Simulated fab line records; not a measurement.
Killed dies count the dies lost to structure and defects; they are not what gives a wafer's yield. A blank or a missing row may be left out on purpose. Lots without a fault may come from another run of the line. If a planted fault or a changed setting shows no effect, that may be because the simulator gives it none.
A lot that was struck, set against a sound lot | flow berkeley cmos170 | 16 steps out of a route of 331
Sound: these wafers, L180.1, L180.2, L180.6. The struck wafers were L186.3, L186.5, L186.6. Last of all comes the cause.
Each step with rows lists, per side, the tool, then ch with its chambers, then its first start. Under that, the readings that differ: sound wafers | struck wafers | difference of the means | sigmas: that difference in standard deviations of wafers without a fault.
alike: words and numbers the same on both sides, and readings whose means are apart by under 2 such deviations; not compared: readings that were withheld, readings missing a value for some wafer, numbers with overlapping values and no deviation given by the record, and bounds like >300 which may hide the same value.
A row with sigmas, a row that says differs or no value, or rows on one side alone: a step with any of these is where the two part. Non-overlapping numbers with no deviation appear without sigmas and do not part them. Lack of a reading on every wafer of one side parts them only where that side has two or more wafers.

UCB170_PWELL_THK_MEAS_03:
  sound: film metro-04 at day 4 11:50; struck: film metro-01 at day 5 17:38
  alike: PWELL_OXIDE_THK
then, 2 steps without rows for these wafers: UCB170_PWELL_ANNEAL_04 (time 900 s); UCB170_PWELL_CVD_05 (deposits Si3N4 from SiH2Cl2/NH3, target thk 220 nm, time 3300 s).
UCB170_PWELL_THK_MEAS_06:
  sound: film metro-03 at day 4 21:26; struck: film metro-01 at day 6 01:40
  alike: PWELL_NITRIDE_THK
then, 6 steps without rows for these wafers: UCB170_PWELL_HMDS_07 (prime time 60 s); UCB170_PWELL_COAT_08 (resist thk 900 nm); UCB170_PWELL_SOFTBAKE_09 (time 60 s); UCB170_PWELL_EXPOSE_10 (exposes mask PWELL, target cd 3000 nm); UCB170_PWELL_PEB_11; UCB170_PWELL_DEVELOP_12 (develop time 45 s).
UCB170_PWELL_OVL_MEAS_13:
  sound: overlay-02 at day 4 23:11; struck: overlay-01 at day 6 03:17
  alike: PWELL_OVL
UCB170_PWELL_ETCH_14: etches Si3N4 in CH3F/Ar/O2, stops on SiO2, target depth 242 nm, time 151 s.
  sound on rie diel-02 ch 1,2, day 4 23:13; struck on rie diel-01 ch 0,1,3, day 6 03:18
  reading                | sound          | struck         | difference | sigmas
  throttle valve pct (%) | 8.19 8.20 8.19 | 7.99 8.01 7.98 | -0.20      | -2
  alike: CH3F_flow_sccm, drypump motor current A, mfc ar sccm, oes product au
  not compared: rf hours counter h
UCB170_PWELL_IMPLANT_15:
  sound on implanter-03 ch 0, day 4 23:19; struck on implanter-03 ch 0, day 6 03:27
  reading            | sound                        | struck                       | difference | sigmas
  dose ions cm2      | 4.997e+12 4.99e+12 4.996e+12 | 7.34e+12 7.343e+12 7.339e+12 | +2.35e+12  | +99 or more
  faraday current uA | 16.2 15.6 15.9               | 23.6 23.4 23.5               | +7.6       | +25
UCB170_PWELL_STRIP_16: strips in O2.
  sound on plasma asher-04 ch 0,1, day 4 23:28; struck on plasma asher-03 ch 0,1, day 6 03:35
  alike: drypump motor current A, oes product au, strip time to endpoint s
  not compared: rf hours counter h
UCB170_PWELL_TW_MEAS_17:
  sound: film metro-03 at day 4 23:34; struck: film metro-04 at day 6 03:54
  reading  | sound             | struck            | difference | sigmas
  PWELL_TW | 379.5 378.4 377.3 | 425.8 426.5 428.7 | +48.6      | +30
  not compared: hold
UCB170_M3_PROBE_99:
  rows exist in the record for the sound wafers here (prober-02, day 10 10:34), none for the struck ones

WHERE THEY PART
Earliest at UCB170_PWELL_ETCH_14; latest, in this record, at UCB170_M3_PROBE_99.

WHY: what had been put in by the simulator
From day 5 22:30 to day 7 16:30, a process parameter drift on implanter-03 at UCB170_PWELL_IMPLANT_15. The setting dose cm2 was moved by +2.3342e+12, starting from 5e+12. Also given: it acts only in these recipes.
